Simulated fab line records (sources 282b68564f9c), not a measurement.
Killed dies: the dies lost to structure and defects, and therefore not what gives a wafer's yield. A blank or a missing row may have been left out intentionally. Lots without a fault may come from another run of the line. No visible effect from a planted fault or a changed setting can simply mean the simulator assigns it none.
fab line records -- flow rit-cmos
record: lots: 6, wafers: 18, last-day: 7
route steps=202 shown NLDD@110 PLDD@114 SPACER@125 NSD@131 PSD@142 M1@202
lots that met no fault: from a run of the same line without faults
start-h: hours from the record's first day to the start of the lot's first wafer shown -- wait-h: how many hours have passed since the lot's step before this one -- " identical to the entry in the row above -- L1.1+2: a single row standing in for several wafers -- - no value, or no start was given -- * or withheld: withheld -- < > ~ a bound
route shown NAME@n: names a module that has steps shown in the file, with the first one's number in the route -- usual: mean and standard deviation over wafers with no fault -- same: alike in all rows -- chamber/n: place in a boat -- sites: the reading at each site -- _std_site: their standard deviation -- _edge_site: inner sites' mean taken away from outer sites' mean -- radius-mm: for every site, how far away it sits from the centre of the wafer -- mask NAME#n: copy n -- behind: the most recent tool/chamber to have shaped the wafer -- hold: cause of the lot's hold/its duration in hours/its outcome -- device: names the non-switching transistor (n, p or np) -- end of line: tests of these same wafers at the route's end -- where a step has no rows: the recipe by itself -- killed: dies lost to structure and defects at the first sort, not the wafer's yield -- map: per-die view of a wafer (x killed, . not killed, _ where there is no die)
set.NAME: setting as actually run; set.NAME@STEP: the setting as run at that earlier step -- model.NAME: the simulator's own value behind a step, which no gauge read
lots at some steps of the route; a table a step, a row a wafer
services: from which hour (start-h, from the record's first day; less than 0 if before it) a tool's chamber was out of use, for how many hours, and why
== steps ==
step: RIT_NLDD_HARDBAKE_07
recipe: resist: NOVOLAK, temp-c: 140, time-s: 60
step: RIT_NLDD_IMPLANT_08
recipe: species: P, energy-kev: 20, dose-cm2: 5e+14, tilt-deg: 7
step: RIT_NLDD_STRIP_09
recipe: chemistry: O2, time-s: 180, resist: NOVOLAK, platen-temp-c: withheld, power-w: 500, pressure-mtorr: 4000, o2-flow-sccm: 4000
usual: drypump-motor-current-A: 5.5/0.4
lot.wafer,tool,chamber,start-h,wait-h,drypump-motor-current-A,rf-hours-counter-h
L790.3,plasma-asher-04,0,58.47,0.1,5.3,-
L790.5,plasma-asher-04,1,58.47,0.1,6.1,-
L790.6,plasma-asher-04,0,58.47,0.1,5.3,-
L792.2,plasma-asher-04,1,71.01,0.1,6.1,42
L792.3,plasma-asher-04,1,71.01,0.1,6.1,-
L792.4,plasma-asher-04,0,71.01,0.1,5.3,-
L800.1,plasma-asher-03,1,103.57,0.1,6.1,48
L800.3,plasma-asher-03,0,103.57,0.1,5.3,-
L800.6,plasma-asher-03,1,103.57,0.1,6.0,-
L801.1,plasma-asher-02,0,109.98,0.1,5.3,33
L801.5,plasma-asher-02,0,109.98,0.1,5.3,-
L801.6,plasma-asher-02,1,109.98,0.1,5.1,-
L805.3,plasma-asher-03,0,128.83,0.1,5.2,-
L805.4,plasma-asher-03,1,128.83,0.1,6.0,-
L805.5,plasma-asher-03,0,128.83,0.1,5.3,-
L809.3,plasma-asher-03,1,149.58,0.1,6.1,-
L809.5,plasma-asher-03,0,149.58,0.1,5.3,-
L809.6,plasma-asher-03,1,149.58,0.1,6.1,-
step: RIT_NLDD_TW_MEAS_10
usual: NLDD_TW: 2490/9.7
lot.wafer,tool,chamber,start-h,wait-h,NLDD_TW
L790.3,film-metro-03,-,58.60,0.1,2487
L790.5,film-metro-03,-,58.60,0.1,2485
L790.6,film-metro-03,-,58.60,0.1,2485
L792.2,film-metro-03,-,71.19,0.1,2491
L792.3,film-metro-03,-,71.19,0.1,2471
L792.4,film-metro-03,-,71.19,0.1,2490
L800.1,film-metro-03,-,103.74,0.1,2467
L800.3,film-metro-03,-,103.74,0.1,2472
L800.6,film-metro-03,-,103.74,0.1,2492
L801.1,film-metro-01,-,110.16,0.1,2483
L801.5,film-metro-01,-,110.16,0.1,2488
L801.6,film-metro-01,-,110.16,0.1,2480
L805.3,film-metro-01,-,128.96,0.1,2484
L805.4,film-metro-01,-,128.96,0.1,2492
L805.5,film-metro-01,-,128.96,0.1,2504
L809.3,film-metro-01,-,149.71,0.1,2497
L809.5,film-metro-01,-,149.71,0.1,2492
L809.6,film-metro-01,-,149.71,0.1,2493
step: RIT_PLDD_HMDS_00
recipe: prime-time-s: 60, prime-temp-c: 140
step: RIT_PLDD_COAT_01
recipe: resist: NOVOLAK, spin-rpm: 3250, resist-thk-nm: 1000
step: RIT_PLDD_SOFTBAKE_02
recipe: resist: NOVOLAK, temp-c: 90, time-s: 60
step: RIT_PLDD_EXPOSE_03
recipe: mask-id: M8, na: 0.57, target-cd-nm: 40900, dose-mj: 250
step: RIT_PLDD_PEB_04
recipe: resist: NOVOLAK, temp-c: withheld, time-s: withheld
step: RIT_PLDD_DEVELOP_05
recipe: resist: NOVOLAK, develop-time-s: 50, dev-temp-c: 23
step: RIT_PLDD_OVL_MEAS_06
usual: PLDD_OVL: 0.5/1.4
lot.wafer,tool,chamber,start-h,wait-h,PLDD_OVL[nm]
L790.3,overlay-02,-,59.70,-,-0.5
L790.5,overlay-02,-,59.70,-,1.0
L790.6,overlay-02,-,59.70,-,0.9
L792.2,overlay-01,-,72.10,-,-0.6
L792.3,overlay-01,-,72.10,-,0.6
L792.4,overlay-01,-,72.10,-,1.1
L800.1,overlay-02,-,104.65,-,-1.1
L800.3,overlay-02,-,104.65,-,-1.4
L800.6,overlay-02,-,104.65,-,-1.6
L801.1,overlay-02,-,111.20,-,-1.0
L801.5,overlay-02,-,111.20,-,-2.2
L801.6,overlay-02,-,111.20,-,-0.5
L805.3,overlay-01,-,129.99,-,0.1
L805.4,overlay-01,-,129.99,-,1.7
L805.5,overlay-01,-,129.99,-,0.2
L809.3,overlay-02,-,150.62,-,0.6
L809.5,overlay-02,-,150.62,-,0.3
L809.6,overlay-02,-,150.62,-,-0.1
step: RIT_PLDD_HARDBAKE_07
recipe: resist: NOVOLAK, temp-c: 140, time-s: 60
step: RIT_PLDD_IMPLANT_08
recipe: species: BF2, energy-kev: 20, dose-cm2: 9e+14, tilt-deg: 7
same: implant-ion-amu: 49
lot.wafer,tool,chamber,start-h,wait-h
L790.3+5+6,implanter-03,0,59.93,0.1
L792.2+3+4,implanter-03,0,72.42,0.1
L800.1+3+6,implanter-03,0,104.84,0.1
L801.1+5+6,implanter-04,0,111.38,0.1
L805.3+4+5,implanter-03,0,130.21,0.1
L809.3+5+6,implanter-03,0,150.84,0.1
step: RIT_PLDD_STRIP_09
recipe: chemistry: O2, time-s: 180, resist: NOVOLAK, platen-temp-c: withheld, power-w: 500, pressure-mtorr: 4000, o2-flow-sccm: 4000
usual: drypump-motor-current-A: 5.3/0.42
lot.wafer,tool,chamber,start-h,wait-h,drypump-motor-current-A,rf-hours-counter-h
L790.3,plasma-asher-02,0,60.09,0.1,5.3,-
L790.5,plasma-asher-02,0,60.09,0.1,5.3,-
L790.6,plasma-asher-02,1,60.09,0.1,5.1,-
L792.2,plasma-asher-01,1,72.54,0.1,4.8,40
L792.3,plasma-asher-01,1,72.54,0.1,4.7,-
L792.4,plasma-asher-01,0,72.54,0.1,5.8,-
L800.1,plasma-asher-02,1,104.99,0.1,5.1,33
L800.3,plasma-asher-02,1,104.99,0.1,5.1,-
L800.6,plasma-asher-02,0,104.99,0.1,5.2,-
L801.1,plasma-asher-01,0,111.53,0.1,5.8,44
L801.5,plasma-asher-01,1,111.53,0.1,4.8,-
L801.6,plasma-asher-01,0,111.53,0.1,5.8,-
L805.3,plasma-asher-02,0,130.37,0.1,5.3,-
L805.4,plasma-asher-02,1,130.37,0.1,5.2,-
L805.5,plasma-asher-02,0,130.37,0.1,5.2,-
L809.3,plasma-asher-01,0,151.00,0.1,5.8,-
L809.5,plasma-asher-01,0,151.00,0.1,5.8,-
L809.6,plasma-asher-01,1,151.00,0.1,4.8,-
step: RIT_PLDD_TW_MEAS_10
usual: PLDD_TW: 2346/8.6
lot.wafer,tool,chamber,start-h,wait-h,PLDD_TW
L790.3,film-metro-01,-,60.22,0.1,2348
L790.5,film-metro-01,-,60.22,0.1,2350
L790.6,film-metro-01,-,60.22,0.1,2346
L792.2,film-metro-02,-,72.73,0.1,2353
L792.3,film-metro-02,-,72.73,0.1,2366
L792.4,film-metro-02,-,72.73,0.1,2333
L800.1,film-metro-01,-,105.17,0.1,2338
L800.3,film-metro-01,-,105.17,0.1,2359
L800.6,film-metro-01,-,105.17,0.1,2349
L801.1,film-metro-03,-,111.71,0.1,2330
L801.5,film-metro-03,-,111.71,0.1,2330
L801.6,film-metro-03,-,111.71,0.1,2331
L805.3,film-metro-02,-,130.51,0.1,2349
L805.4,film-metro-02,-,130.51,0.1,2333
L805.5,film-metro-02,-,130.51,0.1,2347
L809.3,film-metro-01,-,151.14,0.1,2345
L809.5,film-metro-01,-,151.14,0.1,2346
L809.6,film-metro-01,-,151.14,0.1,2356
step: RIT_SPACER_CLEAN_00
recipe: chemistry: SC1, mix: 3:3:50, time-s: 600, temp-c: 75
step: RIT_SPACER_CLEAN_01
recipe: chemistry: dHF, dilution: 50:1, time-s: 30
step: RIT_SPACER_CLEAN_02
recipe: chemistry: SC2, mix: 3:3:50, time-s: 600, temp-c: 75, dry: n2-spin
step: RIT_SPACER_CVD_03
recipe: material: Si3N4, target-thk-nm: 250, temp-c: 810, precursor: SiH2Cl2/NH3, time-s: 3300, pressure-mtorr: 300, sih2cl2-flow-sccm: 60, nh3-flow-sccm: 150
step: RIT_SPACER_THK_MEAS_04
recipe: reads: Si3N4_of_SPACER_CVD_03
usual: SPACER_NITRIDE_THK: 249.5/3
lot.wafer,tool,chamber,start-h,wait-h,SPACER_NITRIDE_THK[nm]
L790.3,film-metro-04,-,62.57,0.0,250.5
L790.5,film-metro-04,-,62.57,0.0,248.6
L790.6,film-metro-04,-,62.57,0.0,247.9
L792.2,film-metro-03,-,75.10,0.0,247.9
L792.3,film-metro-03,-,75.10,0.0,247.9
L792.4,film-metro-03,-,75.10,0.0,247.4
L800.1,film-metro-01,-,107.53,0.0,248.3
L800.3,film-metro-01,-,107.53,0.0,248.8
L800.6,film-metro-01,-,107.53,0.0,247.6
L801.1,film-metro-04,-,114.08,0.0,247.4
L801.5,film-metro-04,-,114.08,0.0,247.0
L801.6,film-metro-04,-,114.08,0.0,247.1
L805.3,film-metro-04,-,132.85,0.0,248.5
L805.4,film-metro-04,-,132.85,0.0,248.1
L805.5,film-metro-04,-,132.85,0.0,246.6
L809.3,film-metro-03,-,153.51,0.0,253.6
L809.5,film-metro-03,-,153.51,0.0,250.7
L809.6,film-metro-03,-,153.51,0.0,252.4
step: RIT_SPACER_ETCHBACK_05
recipe: target-depth-a: 2500, SF6_flow_sccm: 30, CHF3_flow_sccm: 30, target: Si3N4, chemistry: SF6/CHF3, pressure-mtorr: 40, rf-w: 250, time-s: 240, stop-on: SiO2
usual: drypump-motor-current-A: 5.5/0.43, oes-product-au: 0.841/0.014, throttle-valve-pct: 10.22/0.15
lot.wafer,tool,chamber,start-h,wait-h,drypump-motor-current-A,oes-product-au,rf-hours-counter-h,throttle-valve-pct
L790.3,rie-diel-01,0,62.61,0.0,6.0,0.865,114,10.16
L790.5,rie-diel-01,2,62.61,0.0,6.5,0.845,-,10.41
L790.6,rie-diel-01,1,62.61,0.0,5.6,0.830,-,10.34
L792.2,rie-diel-03,1,75.15,0.0,5.5,0.841,33,10.36
L792.3,rie-diel-03,3,75.15,0.0,5.8,0.835,127,10.19
L792.4,rie-diel-03,2,75.15,0.0,4.9,0.819,7,10.15
L800.1,rie-diel-03,1,107.59,0.1,5.5,0.842,34,10.37
L800.3,rie-diel-03,0,107.59,0.1,5.6,0.845,120,10.02
L800.6,rie-diel-03,1,107.59,0.1,5.5,0.840,-,10.36
L801.1,rie-diel-03,0,114.14,0.1,5.6,0.854,120,10.01
L801.5,rie-diel-03,2,114.14,0.1,4.9,0.819,-,10.15
L801.6,rie-diel-03,3,114.14,0.1,5.8,0.840,-,10.19
L805.3,rie-diel-01,2,132.89,0.0,6.6,0.844,140,10.41
L805.4,rie-diel-01,3,132.89,0.0,5.0,0.834,126,10.35
L805.5,rie-diel-01,1,132.89,0.0,5.6,0.833,-,10.34
L809.3,rie-diel-03,3,153.55,0.0,5.8,0.849,128,10.20
L809.5,rie-diel-03,1,153.55,0.0,5.5,0.842,-,10.37
L809.6,rie-diel-03,2,153.55,0.0,4.9,0.840,-,10.18
step: RIT_NSD_HMDS_00
recipe: prime-time-s: 60, prime-temp-c: 140
step: RIT_NSD_COAT_01
recipe: resist: NOVOLAK, spin-rpm: 3250, resist-thk-nm: 1000
step: RIT_NSD_SOFTBAKE_02
recipe: resist: NOVOLAK, temp-c: 90, time-s: 60
step: RIT_NSD_EXPOSE_03
recipe: mask-id: M9, na: 0.57, target-cd-nm: 40700, dose-mj: 250
step: RIT_NSD_PEB_04
recipe: resist: NOVOLAK, temp-c: withheld, time-s: withheld
step: RIT_NSD_DEVELOP_05
recipe: resist: NOVOLAK, develop-time-s: 50, dev-temp-c: 23
step: RIT_NSD_OVL_MEAS_06
usual: NSD_OVL: 1.2/1.5
lot.wafer,tool,chamber,start-h,wait-h,NSD_OVL[nm]
L790.3,overlay-01,-,63.77,-,2.9
L790.5,overlay-01,-,63.77,-,1.9
L790.6,overlay-01,-,63.77,-,3.6
L792.2,overlay-02,-,76.16,-,-0.7
L792.3,overlay-02,-,76.16,-,-0.3
L792.4,overlay-02,-,76.16,-,-0.6
L800.1,overlay-02,-,108.68,-,0.0
L800.3,overlay-02,-,108.68,-,0.0
L800.6,overlay-02,-,108.68,-,0.1
L801.1,overlay-02,-,115.27,-,2.1
L801.5,overlay-02,-,115.27,-,1.6
L801.6,overlay-02,-,115.27,-,0.3
L805.3,overlay-01,-,134.03,-,1.6
L805.4,overlay-01,-,134.03,-,2.0
L805.5,overlay-01,-,134.03,-,1.3
L809.3,overlay-01,-,154.69,-,1.5
L809.5,overlay-01,-,154.69,-,1.9
L809.6,overlay-01,-,154.69,-,1.4
step: RIT_NSD_HARDBAKE_07
recipe: resist: NOVOLAK, temp-c: 140, time-s: 60
step: RIT_NSD_IMPLANT_08
recipe: species: P, energy-kev: 25, dose-cm2: 1e+15, tilt-deg: 7
step: RIT_NSD_STRIP_09
recipe: chemistry: O2, time-s: 180, resist: NOVOLAK, platen-temp-c: withheld, power-w: 500, pressure-mtorr: 4000, o2-flow-sccm: 4000
usual: drypump-motor-current-A: 5.5/0.49
lot.wafer,tool,chamber,start-h,wait-h,drypump-motor-current-A,rf-hours-counter-h
L790.3,plasma-asher-03,0,64.15,0.1,5.3,-
L790.5,plasma-asher-03,1,64.15,0.1,6.0,-
L790.6,plasma-asher-03,0,64.15,0.1,5.3,-
L792.2,plasma-asher-04,0,76.49,0.1,5.3,42
L792.3,plasma-asher-04,1,76.49,0.1,6.1,-
L792.4,plasma-asher-04,0,76.49,0.1,5.3,-
L800.1,plasma-asher-04,1,109.02,0.1,6.1,46
L800.3,plasma-asher-04,1,109.02,0.1,6.1,-
L800.6,plasma-asher-04,0,109.02,0.1,5.3,-
L801.1,plasma-asher-01,0,115.60,0.1,5.8,45
L801.5,plasma-asher-01,0,115.60,0.1,5.8,-
L801.6,plasma-asher-01,1,115.60,0.1,4.8,-
L805.3,plasma-asher-04,1,134.41,0.1,6.1,-
L805.4,plasma-asher-04,0,134.41,0.1,5.3,-
L805.5,plasma-asher-04,1,134.41,0.1,6.1,-
L809.3,plasma-asher-01,1,155.07,0.1,4.8,-
L809.5,plasma-asher-01,1,155.07,0.1,4.8,-
L809.6,plasma-asher-01,0,155.07,0.1,5.8,-
step: RIT_NSD_TW_MEAS_10
usual: NSD_TW: 3120/12
lot.wafer,tool,chamber,start-h,wait-h,NSD_TW
L790.3,film-metro-01,-,64.29,0.1,3120
L790.5,film-metro-01,-,64.29,0.1,3134
L790.6,film-metro-01,-,64.29,0.1,3129
L792.2,film-metro-01,-,76.67,0.1,3132
L792.3,film-metro-01,-,76.67,0.1,3114
L792.4,film-metro-01,-,76.67,0.1,3130
L800.1,film-metro-01,-,109.19,0.1,3130
L800.3,film-metro-01,-,109.19,0.1,3119
L800.6,film-metro-01,-,109.19,0.1,3112
L801.1,film-metro-01,-,115.78,0.1,3109
L801.5,film-metro-01,-,115.78,0.1,3100
L801.6,film-metro-01,-,115.78,0.1,3104
L805.3,film-metro-03,-,134.55,0.1,3093
L805.4,film-metro-03,-,134.55,0.1,3102
L805.5,film-metro-03,-,134.55,0.1,3113
L809.3,film-metro-02,-,155.21,0.1,3126
L809.5,film-metro-02,-,155.21,0.1,3124
L809.6,film-metro-02,-,155.21,0.1,3142
step: RIT_PSD_HMDS_00
recipe: prime-time-s: 60, prime-temp-c: 140
step: RIT_PSD_COAT_01
recipe: resist: NOVOLAK, spin-rpm: 3250, resist-thk-nm: 1000
step: RIT_PSD_SOFTBAKE_02
recipe: resist: NOVOLAK, temp-c: 90, time-s: 60
step: RIT_PSD_EXPOSE_03
recipe: mask-id: M10, na: 0.57, target-cd-nm: 40900, dose-mj: 250
step: RIT_PSD_PEB_04
recipe: resist: NOVOLAK, temp-c: withheld, time-s: withheld
step: RIT_PSD_DEVELOP_05
recipe: resist: NOVOLAK, develop-time-s: 50, dev-temp-c: 23
step: RIT_PSD_OVL_MEAS_06
usual: PSD_OVL: 0.8/1.8
lot.wafer,tool,chamber,start-h,wait-h,PSD_OVL[nm]
L790.3,overlay-01,-,65.47,-,1.0
L790.5,overlay-01,-,65.47,-,1.1
L790.6,overlay-01,-,65.47,-,0.2
L792.2,overlay-02,-,77.71,-,-0.9
L792.3,overlay-02,-,77.71,-,0.6
L792.4,overlay-02,-,77.71,-,3.4
L800.1,overlay-01,-,110.10,-,0.2
L800.3,overlay-01,-,110.10,-,2.6
L800.6,overlay-01,-,110.10,-,1.6
L801.1,overlay-02,-,116.82,-,-0.6
L801.5,overlay-02,-,116.82,-,1.1
L801.6,overlay-02,-,116.82,-,1.0
L805.3,overlay-01,-,135.45,-,4.1
L805.4,overlay-01,-,135.45,-,4.6
L805.5,overlay-01,-,135.45,-,2.1
L809.3,overlay-02,-,156.23,-,-3.7
L809.5,overlay-02,-,156.23,-,0.5
L809.6,overlay-02,-,156.23,-,-1.2
step: RIT_PSD_HARDBAKE_07
recipe: resist: NOVOLAK, temp-c: 140, time-s: 60
step: RIT_PSD_IMPLANT_08
recipe: species: BF2, energy-kev: 27, dose-cm2: 5e+15, tilt-deg: 7
step: RIT_PSD_STRIP_09
recipe: chemistry: O2, time-s: 180, resist: NOVOLAK, platen-temp-c: withheld, power-w: 500, pressure-mtorr: 4000, o2-flow-sccm: 4000
usual: drypump-motor-current-A: 5.4/0.42
lot.wafer,tool,chamber,start-h,wait-h,drypump-motor-current-A,rf-hours-counter-h
L790.3,plasma-asher-01,0,65.85,0.1,5.8,-
L790.5,plasma-asher-01,0,65.85,0.1,5.8,-
L790.6,plasma-asher-01,1,65.85,0.1,4.8,-
L792.2,plasma-asher-02,1,78.04,0.1,5.1,29
L792.3,plasma-asher-02,0,78.04,0.1,5.3,-
L792.4,plasma-asher-02,1,78.04,0.1,5.1,-
L800.1,plasma-asher-04,0,110.44,0.1,5.3,46
L800.3,plasma-asher-04,0,110.44,0.1,5.3,-
L800.6,plasma-asher-04,1,110.44,0.1,6.1,-
L801.1,plasma-asher-04,1,117.16,0.1,6.1,47
L801.5,plasma-asher-04,1,117.16,0.1,6.1,-
L801.6,plasma-asher-04,0,117.16,0.1,5.3,-
L805.3,plasma-asher-01,1,135.83,0.1,4.8,-
L805.4,plasma-asher-01,0,135.83,0.1,5.8,-
L805.5,plasma-asher-01,0,135.83,0.1,5.8,-
L809.3,plasma-asher-02,1,156.62,0.1,5.1,-
L809.5,plasma-asher-02,1,156.62,0.1,5.1,-
L809.6,plasma-asher-02,0,156.62,0.1,5.2,-
step: RIT_M1_PROBE_99
usual: killed-at-front-end: 7/3.3, killed-dies: 7/3.3, killed-open: 3.8/2.3, killed-short: 3.5/2.1
same: gross-dies: 264, killed_at_M0_to_M3: 0, killed_at_M4_up: 0, killed-at-back-side: 0, killed-at-contacts: 0, killed-at-other: 0
lot.wafer,tool,chamber,start-h,wait-h,killed-at-front-end,killed-dies,killed-open,killed-short,model.etest.diode-nwell-sub.leak-log10-a-cm2
L790.3,prober-01,-,74.07,0.2,6,6,4,2,-7.585
L790.5,prober-01,-,74.17,0.2,5,5,2,3,-7.376
L790.6,prober-01,-,74.22,0.2,9,9,6,3,-7.761
L792.2,prober-01,-,86.22,0.1,9,9,5,4,-7.29
L792.3,prober-01,-,86.27,0.2,16,16,9,7,-7.511
L792.4,prober-01,-,86.32,0.2,3,3,1,2,-7.369
L800.1,prober-01,-,119.02,0.1,5,5,5,0,-7.518
L800.3,prober-01,-,119.12,0.2,11,11,4,7,-7.984
L800.6,prober-01,-,119.27,0.2,14,14,9,5,-7.574
L801.1,prober-01,-,125.24,0.1,8,8,6,2,-7.554
L801.5,prober-01,-,125.44,0.2,15,15,5,10,-7.521
L801.6,prober-01,-,125.49,0.2,11,11,3,8,-7.557
L805.3,prober-02,-,144.06,0.2,6,6,1,5,-6.944
L805.4,prober-02,-,144.11,0.2,9,9,6,3,-6.915
L805.5,prober-02,-,144.16,0.2,5,5,2,3,-6.899
L809.3,prober-02,-,164.85,0.2,4,4,2,2,-6.663
L809.5,prober-02,-,164.95,0.2,6,6,3,3,-6.736
L809.6,prober-02,-,165.00,0.2,5,5,1,4,-6.982
killed by level:class
L790.3 GATE:geometric-particle:short=1 GATE:geometric-particle:open=1 REOX:geometric-particle:open=1 SPACER:geometric-particle:open=1 SPACER:geometric-particle:short=1 SILICIDE:geometric-particle:open=1
L790.5 GATE:geometric-particle:open=2 GATE:geometric-particle:short=2 FOX2:geometric-particle:short=1
L790.6 SPACER:geometric-particle:open=4 GATE:geometric-particle:open=2 SPACER:geometric-particle:short=2 GATE:geometric-particle:short=1
L792.2 GATE:geometric-particle:open=5 GATE:geometric-particle:short=2 FOX1:geometric-particle:short=1 REOX:geometric-particle:short=1
L792.3 FOX1:geometric-particle:open=4 FOX1:geometric-particle:short=4 GATE:geometric-particle:open=4 GATE:geometric-particle:short=3 SPACER:geometric-particle:open=1
L792.4 GATE:geometric-particle:short=1 GATE:geometric-particle:open=1 SPACER:geometric-particle:short=1
L800.1 GATE:geometric-particle:open=2 SPACER:geometric-particle:open=2 FOX2:geometric-particle:open=1
L800.3 FOX2:geometric-particle:short=4 GATE:geometric-particle:open=3 REOX:geometric-particle:short=2 FOX2:geometric-particle:open=1 SILICIDE:geometric-particle:short=1
L800.6 FOX1:geometric-particle:open=3 FOX2:geometric-particle:open=2 GATE:geometric-particle:short=2 GATE:geometric-particle:open=2 REOX:geometric-particle:short=2 SPACER:geometric-particle:open=2 FOX2:geometric-particle:short=1
L801.1 GATE:geometric-particle:open=3 FOX1:geometric-particle:open=1 FOX1:geometric-particle:short=1 REOX:geometric-particle:open=1 SPACER:geometric-particle:open=1 SPACER:geometric-particle:short=1
L801.5 REOX:geometric-particle:short=5 GATE:geometric-particle:open=3 FOX1:geometric-particle:short=2 GATE:geometric-particle:short=2 REOX:geometric-particle:open=1 SPACER:geometric-particle:short=1 SILICIDE:geometric-particle:open=1
L801.6 GATE:geometric-particle:short=4 REOX:geometric-particle:short=2 FOX1:geometric-particle:open=1 GATE:geometric-particle:open=1 SPACER:geometric-particle:short=1 SILICIDE:geometric-particle:open=1 SILICIDE:geometric-particle:short=1
L805.3 GATE:geometric-particle:short=3 FOX2:geometric-particle:short=1 REOX:geometric-particle:open=1 REOX:geometric-particle:short=1
L805.4 GATE:geometric-particle:open=2 SPACER:geometric-particle:open=2 FOX2:geometric-particle:open=1 FOX2:geometric-particle:short=1 REOX:geometric-particle:short=1 SPACER:geometric-particle:short=1 SILICIDE:geometric-particle:open=1
L805.5 GATE:geometric-particle:open=2 FOX2:geometric-particle:short=1 GATE:geometric-particle:short=1 REOX:geometric-particle:short=1
L809.3 FOX1:geometric-particle:open=1 REOX:geometric-particle:short=1 SPACER:geometric-particle:short=1 SPACER:geometric-particle:open=1
L809.5 GATE:geometric-particle:open=2 FOX2:geometric-particle:short=1 GATE:geometric-particle:short=1 REOX:geometric-particle:short=1 SPACER:geometric-particle:open=1
L809.6 FOX1:geometric-particle:short=2 SPACER:geometric-particle:short=2 GATE:geometric-particle:open=1
== services ==
tool,chamber,start-h,hours,kind
rie-diel-01,2,37.82,1.4,repair
implanter-03,-,62.84,6.5,pm
plasma-asher-03,-,86.96,2.8,repair
plasma-asher-03,-,108.75,9.0,pm
plasma-asher-03,0,108.75,9.0,vent-cycle
plasma-asher-03,1,108.75,9.0,vent-cycle
plasma-asher-03,0,117.75,-,clean
plasma-asher-03,1,117.75,-,clean
implanter-03,-,123.40,2.7,repair
rie-diel-03,3,131.54,16.4,repair
plasma-asher-04,-,136.28,2.8,pm
rie-diel-01,-,145.81,0.7,repair
plasma-asher-02,-,153.39,1.0,repair
== key ==
first-sign none at tools or gauges
model-effect: step: RIT_M1_PROBE_99, value: etest.diode-nwell-sub.leak-log10-a-cm2, without: -7.534, struck: -6.857
met-at RIT_PLDD_IMPLANT_08
struck-wafers L805.3,L805.4,L805.5,L809.3,L809.5,L809.6
tester-left-out L805,L809
onset-between 104.84 130.21
also-fits time
fault: kind: metallic-contamination-source, tool: implanter-03, chamber: -, onset-h: 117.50, steps: RIT_PLDD_IMPLANT_08, rate-cm2-per-visit: 5e+11, species: metal-fe-cm2
tester-left-out: of these lots the tester's yield and bins aren't shown, on N5 and GAA mostly nor the transistor test; their killed dies are dies lost to structure and defects alone, not to doping, threshold or leakage, so they don't give the yield
